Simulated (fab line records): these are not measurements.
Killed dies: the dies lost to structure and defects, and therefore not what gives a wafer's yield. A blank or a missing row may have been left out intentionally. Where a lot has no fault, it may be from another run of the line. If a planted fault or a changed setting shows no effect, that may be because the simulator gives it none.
fab line records -- flow ritCmos
record lots=7, wafers=21, lastDay=8
route steps=202 shown NSD@138 PSD@142 SDANNEAL@153 M1@202
lots untouched by any fault: they come from a run of this same line in which no faults occurred
startH: hours from the record's opening day to when the first of the lot's shown wafers began -- waitH: time in hours since the lot's previous step -- " same as the row above -- L1.1+2: a row that stands for several wafers -- - no value, or no start was given -- * or withheld: withheld -- < > ~ a bound
route shown NAME@n: a module of which the file shows steps, and the number in the route of the first -- usual: mean/standard deviation of fault-free wafers -- same: alike in all rows -- chamber/n: place in a boat -- sites: the reading at each site -- _std_site: standard deviation of those values -- _edge_site: the outer-site mean with the inner-site mean subtracted -- radiusMm: for every site, how far away it sits from the centre of the wafer -- mask NAME#n: copy n -- behind: the tool/chamber that last shaped the wafer -- hold: reason for holding the lot/hours on hold/outcome of the hold -- device: the n, p or np transistor that did not switch -- end of line: at the end of the route, the tests of the same wafers -- a step without rows: its recipe alone -- killed: dies lost to structure and defects at the first sort, not the wafer's yield -- map: the dies of a wafer, with x for killed, . for not killed, _ for no die there
set.NAME: setting as actually run; set.NAME@STEP: the setting as run at that earlier step -- model.NAME: the simulator's own value behind a step, which no gauge read
lots at selected steps of the route; one table per step, one row per wafer
services: a tool's chamber out of use, with start hour (startH, from the record's first day; less than 0 if before it), hours out, and reason
## steps
# step RIT_NSD_HARDBAKE_07
# recipe resist=NOVOLAK, tempC=140, timeS=60
# step RIT_NSD_IMPLANT_08
# recipe species=P, energyKev=25, doseCm2=1e+15, tiltDeg=7
# step RIT_NSD_STRIP_09
# recipe chemistry=O2, timeS=180, resist=NOVOLAK, platenTempC=withheld, powerW=500, pressureMtorr=4000, o2FlowSccm=4000
# usual drypumpMotorCurrentA=6.0/0.38, rfReflPowerW=6.7/1.2
lot.wafer,tool,chamber,startH,waitH,drypumpMotorCurrentA,rfHoursCounterH,rfReflPowerW
L521.2,plasmaAsher-01,0,59.08,0.1,5.6,24,7.0
L521.3,plasmaAsher-01,0,59.08,0.1,5.6,-,7.2
L521.4,plasmaAsher-01,1,59.08,0.1,5.6,-,6.6
L522.1,plasmaAsher-03,1,64.96,0.1,5.7,42,7.5
L522.4,plasmaAsher-03,0,64.96,0.1,6.0,-,4.9
L522.5,plasmaAsher-03,1,64.96,0.1,5.7,-,7.5
L525.2,plasmaAsher-03,0,78.15,0.1,6.0,43,5.0
L525.4,plasmaAsher-03,1,78.15,0.1,5.7,-,7.7
L525.5,plasmaAsher-03,1,78.15,0.1,5.7,-,7.7
L527.1,plasmaAsher-03,1,92.29,0.1,5.7,45,7.5
L527.2,plasmaAsher-03,0,92.29,0.1,6.0,45,4.9
L527.6,plasmaAsher-03,0,92.29,0.1,6.0,-,5.1
L529.3,plasmaAsher-03,1,105.56,0.1,5.7,-,7.6
L529.4,plasmaAsher-03,0,105.56,0.1,6.0,-,4.9
L529.5,plasmaAsher-03,1,105.56,0.1,5.7,-,7.5
L536.1,plasmaAsher-01,0,147.71,0.1,5.6,33,7.2
L536.2,plasmaAsher-01,1,147.71,0.1,5.7,33,6.3
L536.5,plasmaAsher-01,1,147.71,0.1,5.7,-,6.3
L542.1,plasmaAsher-03,1,170.96,0.1,5.7,53,7.8
L542.2,plasmaAsher-03,0,170.96,0.1,6.0,53,4.9
L542.5,plasmaAsher-03,1,170.96,0.1,5.7,-,7.6
# step RIT_NSD_TW_MEAS_10
# usual NSD_TW=3100/27
lot.wafer,tool,chamber,startH,waitH,NSD_TW
L521.2,filmMetro-01,-,59.26,0.1,3123
L521.3,filmMetro-01,-,59.26,0.1,3115
L521.4,filmMetro-01,-,59.26,0.1,3119
L522.1,filmMetro-01,-,65.13,0.1,3128
L522.4,filmMetro-01,-,65.13,0.1,3123
L522.5,filmMetro-01,-,65.13,0.1,3123
L525.2,filmMetro-03,-,78.33,0.1,3113
L525.4,filmMetro-03,-,78.33,0.1,3135
L525.5,filmMetro-03,-,78.33,0.1,3155
L527.1,filmMetro-02,-,92.46,0.1,3091
L527.2,filmMetro-02,-,92.46,0.1,3083
L527.6,filmMetro-02,-,92.46,0.1,3083
L529.3,filmMetro-03,-,105.69,0.1,3158
L529.4,filmMetro-03,-,105.69,0.1,3154
L529.5,filmMetro-03,-,105.69,0.1,3164
L536.1,filmMetro-01,-,147.89,0.1,3083
L536.2,filmMetro-01,-,147.89,0.1,3086
L536.5,filmMetro-01,-,147.89,0.1,3082
L542.1,filmMetro-03,-,171.13,0.1,3129
L542.2,filmMetro-03,-,171.13,0.1,3132
L542.5,filmMetro-03,-,171.13,0.1,3121
# step RIT_PSD_HMDS_00
# recipe primeTimeS=60, primeTempC=140
# step RIT_PSD_COAT_01
# recipe resist=NOVOLAK, spinRpm=3250, resistThkNm=1000
# step RIT_PSD_SOFTBAKE_02
# recipe resist=NOVOLAK, tempC=90, timeS=60
# step RIT_PSD_EXPOSE_03
# recipe maskId=M10, na=0.57, targetCdNm=40900, doseMj=250
# step RIT_PSD_PEB_04
# recipe resist=NOVOLAK, tempC=withheld, timeS=withheld
# step RIT_PSD_DEVELOP_05
# recipe resist=NOVOLAK, developTimeS=50, devTempC=23
# step RIT_PSD_OVL_MEAS_06
# usual PSD_OVL=-0.7/1.5
lot.wafer,tool,chamber,startH,waitH,PSD_OVL[nm]
L521.2,overlay-02,-,60.29,-,-1.1
L521.3,overlay-02,-,60.29,-,0.7
L521.4,overlay-02,-,60.29,-,-0.3
L522.1,overlay-02,-,66.06,-,0.0
L522.4,overlay-02,-,66.06,-,-2.0
L522.5,overlay-02,-,66.06,-,0.0
L525.2,overlay-01,-,79.36,-,1.6
L525.4,overlay-01,-,79.36,-,2.1
L525.5,overlay-01,-,79.36,-,2.4
L527.1,overlay-02,-,93.37,-,-1.5
L527.2,overlay-02,-,93.37,-,-2.4
L527.6,overlay-02,-,93.37,-,-0.8
L529.3,overlay-01,-,106.72,-,0.0
L529.4,overlay-01,-,106.72,-,-0.6
L529.5,overlay-01,-,106.72,-,-0.4
L536.1,overlay-02,-,148.80,-,-2.2
L536.2,overlay-02,-,148.80,-,-1.9
L536.5,overlay-02,-,148.80,-,-1.6
L542.1,overlay-02,-,172.04,-,1.7
L542.2,overlay-02,-,172.04,-,0.5
L542.5,overlay-02,-,172.04,-,-0.7
# step RIT_PSD_HARDBAKE_07
# recipe resist=NOVOLAK, tempC=140, timeS=60
# step RIT_PSD_IMPLANT_08
# recipe species=BF2, energyKev=27, doseCm2=5e+15, tiltDeg=7
# usual beamOnS=11.7/0.42, doseIonsCm2=4.999e+15/6.4e+12, endStationPressureTorr=1.53e-05/8e-07, faradayCurrentUA=13042/450, tiltDeg=6.995/0.019
# same implantIonAmu=49
lot.wafer,tool,chamber,startH,waitH,beamOnS,doseIonsCm2,endStationPressureTorr,faradayCurrentUA,tiltDeg
L521.2,implanter-04,0,60.50,0.1,11.1,4.997e+15,1.51e-05,13739,6.978
L521.3,implanter-04,0,60.50,0.1,11.7,4.998e+15,1.55e-05,13092,6.988
L521.4,implanter-04,0,60.50,0.1,11.3,5.002e+15,1.44e-05,13527,6.980
L522.1,implanter-03,0,66.35,0.1,11.1,5.009e+15,1.57e-05,13702,7.003
L522.4,implanter-03,0,66.35,0.1,11.4,5e+15,1.43e-05,13333,6.997
L522.5,implanter-03,0,66.35,0.1,11.8,5.012e+15,1.56e-05,12994,7.038
L525.2,implanter-03,0,79.57,0.1,10.2,1e+15,7.5e-06,3073,6.978
L525.4,implanter-03,0,79.57,0.1,10.0,1.001e+15,7.5e-06,3109,6.983
L525.5,implanter-03,0,79.57,0.1,9.6,1.013e+15,8.5e-06,3237,6.991
L527.1,implanter-03,0,93.56,0.1,10.0,1.006e+15,8.6e-06,3143,6.995
L527.2,implanter-03,0,93.56,0.1,9.9,1.01e+15,7.5e-06,3159,6.995
L527.6,implanter-03,0,93.56,0.1,10.0,9.98e+14,7.6e-06,3121,7.012
L529.3,implanter-03,0,106.94,0.1,9.9,1.001e+15,8.1e-06,3157,6.997
L529.4,implanter-03,0,106.94,0.1,10.0,1.003e+15,7.1e-06,3135,6.988
L529.5,implanter-03,0,106.94,0.1,10.0,1.008e+15,7.1e-06,3133,6.993
L536.1,implanter-04,0,148.98,0.1,11.7,4.994e+15,1.52e-05,13040,6.978
L536.2,implanter-04,0,148.98,0.1,11.5,4.99e+15,1.54e-05,13263,6.959
L536.5,implanter-04,0,148.98,0.1,11.4,5.001e+15,1.42e-05,13442,6.979
L542.1,implanter-03,0,172.23,0.1,11.9,4.988e+15,1.68e-05,12859,6.985
L542.2,implanter-03,0,172.23,0.1,11.5,4.993e+15,1.52e-05,13274,7.006
L542.5,implanter-03,0,172.23,0.1,11.3,4.986e+15,1.6e-05,13516,7.015
# step RIT_PSD_STRIP_09
# recipe chemistry=O2, timeS=180, resist=NOVOLAK, platenTempC=withheld, powerW=500, pressureMtorr=4000, o2FlowSccm=4000
# usual drypumpMotorCurrentA=5.70/0.26, rfReflPowerW=6.9/0.97
lot.wafer,tool,chamber,startH,waitH,drypumpMotorCurrentA,rfHoursCounterH,rfReflPowerW
L521.2,plasmaAsher-03,1,60.62,0.1,5.67,41,7.9
L521.3,plasmaAsher-03,1,60.62,0.1,5.65,-,7.7
L521.4,plasmaAsher-03,0,60.62,0.1,6.02,-,5.1
L522.1,plasmaAsher-01,0,66.50,0.1,5.63,24,7.1
L522.4,plasmaAsher-01,1,66.50,0.1,5.68,-,6.6
L522.5,plasmaAsher-01,1,66.50,0.1,5.70,-,6.4
L525.2,plasmaAsher-03,1,79.69,0.1,5.68,43,7.6
L525.4,plasmaAsher-03,1,79.69,0.1,5.68,-,7.5
L525.5,plasmaAsher-03,0,79.69,0.1,6.03,-,4.9
L527.1,plasmaAsher-01,0,93.71,0.1,5.64,27,7.1
L527.2,plasmaAsher-01,1,93.71,0.1,5.66,27,6.6
L527.6,plasmaAsher-01,0,93.71,0.1,5.63,-,7.1
L529.3,plasmaAsher-02,1,107.10,0.1,5.26,-,7.8
L529.4,plasmaAsher-02,0,107.10,0.1,6.07,-,7.9
L529.5,plasmaAsher-02,0,107.10,0.1,6.06,-,7.7
L536.1,plasmaAsher-03,0,149.13,0.1,6.02,51,5.1
L536.2,plasmaAsher-03,1,149.13,0.1,5.68,51,7.6
L536.5,plasmaAsher-03,0,149.13,0.1,6.00,-,5.0
L542.1,plasmaAsher-02,0,172.38,0.1,6.06,6,8.0
L542.2,plasmaAsher-02,1,172.38,0.1,5.22,6,7.6
L542.5,plasmaAsher-02,0,172.38,0.1,6.05,-,7.8
# step RIT_PSD_TW_MEAS_10
# usual PSD_TW=3417/31
lot.wafer,tool,chamber,startH,waitH,PSD_TW
L521.2,filmMetro-01,-,60.81,0.1,3411
L521.3,filmMetro-01,-,60.81,0.1,3426
L521.4,filmMetro-01,-,60.81,0.1,3431
L522.1,filmMetro-02,-,66.67,0.1,3356
L522.4,filmMetro-02,-,66.67,0.1,3376
L522.5,filmMetro-02,-,66.67,0.1,3362
L525.2,filmMetro-03,-,79.88,0.1,2647
L525.4,filmMetro-03,-,79.88,0.1,2650
L525.5,filmMetro-03,-,79.88,0.1,2641
L527.1,filmMetro-03,-,93.89,0.1,2623
L527.2,filmMetro-03,-,93.89,0.1,2639
L527.6,filmMetro-03,-,93.89,0.1,2633
L529.3,filmMetro-03,-,107.24,0.1,2646
L529.4,filmMetro-03,-,107.24,0.1,2647
L529.5,filmMetro-03,-,107.24,0.1,2629
L536.1,filmMetro-01,-,149.31,0.1,3386
L536.2,filmMetro-01,-,149.31,0.1,3388
L536.5,filmMetro-01,-,149.31,0.1,3389
L542.1,filmMetro-02,-,172.55,0.1,3382
L542.2,filmMetro-02,-,172.55,0.1,3379
L542.5,filmMetro-02,-,172.55,0.1,3359
# step RIT_SDANNEAL_CLEAN_00
# recipe chemistry=SC1, mix=3:3:50, timeS=600, tempC=75
# step RIT_SDANNEAL_CLEAN_01
# recipe chemistry=dHF, dilution=50:1, timeS=30
# step RIT_SDANNEAL_CLEAN_02
# recipe chemistry=SC2, mix=3:3:50, timeS=600, tempC=75, dry=n2Spin
# step RIT_SDANNEAL_RTA_03
# recipe tempC=1050, timeS=5, idleTempC=600, rampUpCPerS=342, rampDownCPerS=171, coolToC=600, ambient=N2
# usual rampUpCPerS=342.00/0.056, wafer_temp_C_max=1053.5/1.1
lot.wafer,tool,chamber,startH,waitH,rampUpCPerS,wafer_temp_C_max
L521.2,rtpAnneal-01,0,61.24,0.0,341.97,1053.9
L521.3,rtpAnneal-01,0,61.24,0.0,341.98,1054.4
L521.4,rtpAnneal-01,0,61.24,0.0,342.07,1054.1
L522.1,rtpAnneal-02,0,67.10,0.0,342.12,1052.5
L522.4,rtpAnneal-02,0,67.10,0.0,342.07,1053.4
L522.5,rtpAnneal-02,0,67.10,0.0,341.92,1053.3
L525.2,rtpAnneal-01,0,80.31,0.0,342.10,1054.2
L525.4,rtpAnneal-01,0,80.31,0.0,342.04,1053.8
L525.5,rtpAnneal-01,0,80.31,0.0,342.02,1055.8
L527.1,rtpAnneal-01,0,94.34,0.0,341.97,1054.2
L527.2,rtpAnneal-01,0,94.34,0.0,342.01,1051.6
L527.6,rtpAnneal-01,0,94.34,0.0,342.05,1053.2
L529.3,rtpAnneal-01,0,107.68,0.0,341.95,1051.6
L529.4,rtpAnneal-01,0,107.68,0.0,342.06,1054.9
L529.5,rtpAnneal-01,0,107.68,0.0,341.86,1053.7
L536.1,rtpAnneal-01,0,149.75,0.0,341.98,1051.8
L536.2,rtpAnneal-01,0,149.75,0.0,341.92,1054.5
L536.5,rtpAnneal-01,0,149.75,0.0,342.02,1053.1
L542.1,rtpAnneal-02,0,172.98,0.0,342.06,1053.2
L542.2,rtpAnneal-02,0,172.98,0.0,342.02,1053.0
L542.5,rtpAnneal-02,0,172.98,0.0,341.90,1053.7
# step RIT_SDANNEAL_RS_MEAS_04
# recipe thkMeasGauge=four-point-probe
# usual PSD_RS=115.90/0.29
lot.wafer,tool,chamber,startH,waitH,PSD_RS[ohm/sq]
L521.2,filmMetro-02,-,61.30,0.1,116.39
L521.3,filmMetro-02,-,61.30,0.1,116.27
L521.4,filmMetro-02,-,61.30,0.1,115.49
L522.1,filmMetro-03,-,67.16,0.0,115.49
L522.4,filmMetro-03,-,67.16,0.0,115.45
L522.5,filmMetro-03,-,67.16,0.0,115.26
L525.2,filmMetro-03,-,80.43,0.1,150.04
L525.4,filmMetro-03,-,80.43,0.1,149.74
L525.5,filmMetro-03,-,80.43,0.1,149.37
L527.1,filmMetro-02,-,94.46,0.1,151.95
L527.2,filmMetro-02,-,94.46,0.1,150.29
L527.6,filmMetro-02,-,94.46,0.1,152.27
L529.3,filmMetro-02,-,107.76,0.1,153.25
L529.4,filmMetro-02,-,107.76,0.1,152.72
L529.5,filmMetro-02,-,107.76,0.1,154.68
L536.1,filmMetro-01,-,149.81,0.0,116.13
L536.2,filmMetro-01,-,149.81,0.0,116.34
L536.5,filmMetro-01,-,149.81,0.0,116.40
L542.1,filmMetro-02,-,173.04,0.0,115.79
L542.2,filmMetro-02,-,173.04,0.0,115.82
L542.5,filmMetro-02,-,173.04,0.0,115.93
# step RIT_SDANNEAL_RS_MEAS_05
# recipe thkMeasGauge=four-point-probe
# usual NSD_RS=84.50/0.28
lot.wafer,tool,chamber,startH,waitH,NSD_RS[ohm/sq]
L521.2,filmMetro-02,-,61.42,0.1,84.92
L521.3,filmMetro-02,-,61.42,0.1,84.73
L521.4,filmMetro-02,-,61.42,0.1,84.82
L522.1,filmMetro-03,-,67.28,0.1,84.01
L522.4,filmMetro-03,-,67.28,0.1,83.99
L522.5,filmMetro-03,-,67.28,0.1,84.07
L525.2,filmMetro-03,-,80.55,0.1,84.46
L525.4,filmMetro-03,-,80.55,0.1,84.24
L525.5,filmMetro-03,-,80.55,0.1,84.49
L527.1,filmMetro-02,-,94.58,0.1,84.21
L527.2,filmMetro-02,-,94.58,0.1,84.41
L527.6,filmMetro-02,-,94.58,0.1,84.55
L529.3,filmMetro-02,-,107.88,0.1,84.19
L529.4,filmMetro-02,-,107.88,0.1,84.42
L529.5,filmMetro-02,-,107.88,0.1,83.83
L536.1,filmMetro-01,-,149.93,0.1,84.50
L536.2,filmMetro-01,-,149.93,0.1,84.90
L536.5,filmMetro-01,-,149.93,0.1,84.46
L542.1,filmMetro-02,-,173.16,0.1,84.13
L542.2,filmMetro-02,-,173.16,0.1,84.74
L542.5,filmMetro-02,-,173.16,0.1,84.53
# step RIT_M1_PROBE_99
# usual killedAtFrontEnd=7/3.1, killedDies=7/3.1, killedOpen=3.3/2, killedShort=3.6/1.9
# same grossDies=264, killed_at_M0_to_M3=0, killed_at_M4_up=0, killedAtBackSide=0, killedAtContacts=0, killedAtOther=0
lot.wafer,tool,chamber,startH,waitH,killedAtFrontEnd,killedDies,killedOpen,killedShort
L521.2,prober-02,-,68.61,0.1,5,5,5,0
L521.3,prober-02,-,68.66,0.2,14,14,9,5
L521.4,prober-02,-,68.71,0.2,8,8,3,5
L522.1,prober-01,-,74.41,0.1,7,7,2,5
L522.4,prober-01,-,74.56,0.2,3,3,1,2
L522.5,prober-01,-,74.61,0.2,5,5,2,3
L529.3,prober-02,-,115.08,0.2,7,7,3,4
L529.4,prober-02,-,115.13,0.2,10,10,5,5
L529.5,prober-02,-,115.18,0.2,7,7,4,3
L536.1,prober-02,-,157.24,0.1,6,6,1,5
L536.2,prober-02,-,157.29,0.1,7,7,2,5
L536.5,prober-02,-,157.44,0.2,5,5,3,2
L542.1,prober-02,-,180.41,0.1,5,5,2,3
L542.2,prober-02,-,180.46,0.1,5,5,1,4
L542.5,prober-02,-,180.61,0.2,4,4,2,2
# killed by level:class
L521.2 SILICIDE:geometricParticle:open=3 GATE:geometricParticle:open=2
L521.3 GATE:geometricParticle:open=3 FOX1:geometricParticle:short=2 FOX1:geometricParticle:open=2 GATE:geometricParticle:short=2 REOX:geometricParticle:open=2 FOX2:geometricParticle:open=1 SPACER:geometricParticle:short=1 SPACER:geometricParticle:open=1
L521.4 GATE:geometricParticle:short=3 ACTIVE:geometricParticle:open=1 FOX2:geometricParticle:short=1 REOX:geometricParticle:open=1 SPACER:geometricParticle:open=1 SILICIDE:geometricParticle:short=1
L522.1 FOX1:geometricParticle:short=2 GATE:geometricParticle:short=2 FOX1:geometricParticle:open=1 REOX:geometricParticle:open=1 SPACER:geometricParticle:short=1
L522.4 FOX1:geometricParticle:short=1 GATE:geometricParticle:short=1 GATE:geometricParticle:open=1
L522.5 SILICIDE:geometricParticle:short=2 FOX1:geometricParticle:open=1 REOX:geometricParticle:short=1 SILICIDE:geometricParticle:open=1
L529.3 GATE:geometricParticle:short=3 GATE:geometricParticle:open=2 REOX:geometricParticle:short=1 REOX:geometricParticle:open=1
L529.4 GATE:geometricParticle:open=4 GATE:geometricParticle:short=3 FOX1:geometricParticle:short=1 REOX:geometricParticle:short=1 SILICIDE:geometricParticle:open=1
L529.5 REOX:geometricParticle:short=2 SPACER:geometricParticle:open=2 FOX2:geometricParticle:open=1 GATE:geometricParticle:short=1 GATE:geometricParticle:open=1
L536.1 GATE:geometricParticle:short=3 FOX1:geometricParticle:short=2 GATE:geometricParticle:open=1
L536.2 GATE:geometricParticle:short=2 FOX1:geometricParticle:open=1 FOX2:geometricParticle:short=1 GATE:geometricParticle:open=1 REOX:geometricParticle:short=1 SPACER:geometricParticle:short=1
L536.5 FOX1:geometricParticle:short=2 REOX:geometricParticle:open=2 FOX2:geometricParticle:open=1
L542.1 FOX1:geometricParticle:short=2 FOX1:geometricParticle:open=1 GATE:geometricParticle:open=1 SILICIDE:geometricParticle:short=1
L542.2 GATE:geometricParticle:short=2 GATE:geometricParticle:open=1 REOX:geometricParticle:short=1 SILICIDE:geometricParticle:short=1
L542.5 FOX1:geometricParticle:short=2 GATE:geometricParticle:open=2
## services
tool,chamber,startH,hours,kind
plasmaAsher-01,-,50.84,2.4,repair
plasmaAsher-03,-,92.75,3.4,repair
implanter-04,-,99.05,1.7,repair
plasmaAsher-01,-,102.78,0.8,repair
implanter-04,-,107.57,3.0,repair
plasmaAsher-02,-,108.75,9.0,pm
plasmaAsher-02,0,108.75,9.0,ventCycle
plasmaAsher-02,1,108.75,9.0,ventCycle
implanter-03,-,113.26,1.9,repair
plasmaAsher-02,0,117.75,-,clean
plasmaAsher-02,1,117.75,-,clean
plasmaAsher-03,-,150.50,1.7,repair
## key
firstSign step=RIT_PSD_IMPLANT_08, reading=doseIonsCm2, direction=down, sigmas=99+, usual=4.999e+15, struck=1.004e+15
effect step=RIT_PSD_IMPLANT_08, reading=faradayCurrentUA, direction=down, sigmas=22, usual=13042, struck=3141
effect step=RIT_PSD_TW_MEAS_10, reading=PSD_TW, direction=down, sigmas=25, usual=3417, struck=2639
effect step=RIT_SDANNEAL_RS_MEAS_04, reading=PSD_RS, direction=up, sigmas=99+, usual=115.90, struck=151.59
metAt RIT_PSD_IMPLANT_08
struckWafers L525.2,L525.4,L525.5,L527.1,L527.2,L527.6,L529.3,L529.4,L529.5
testerLeftOut L525,L527,L529
onsetBetween 66.35 79.57
fault kind=processParameterDrift, tool=implanter-03, chamber=-, onsetH=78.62, steps=RIT_PSD_IMPLANT_08, channel=doseCm2, offset=-4e+15, shape=step, endH=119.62, actsIn=theseRecipesOnly, stated=5e+15
# testerLeftOut: of these lots the tester's yield and bins aren't shown, on N5 and GAA mostly nor the transistor test; their killed dies are dies lost to structure and defects alone, not to doping, threshold or leakage, so they don't give the yield
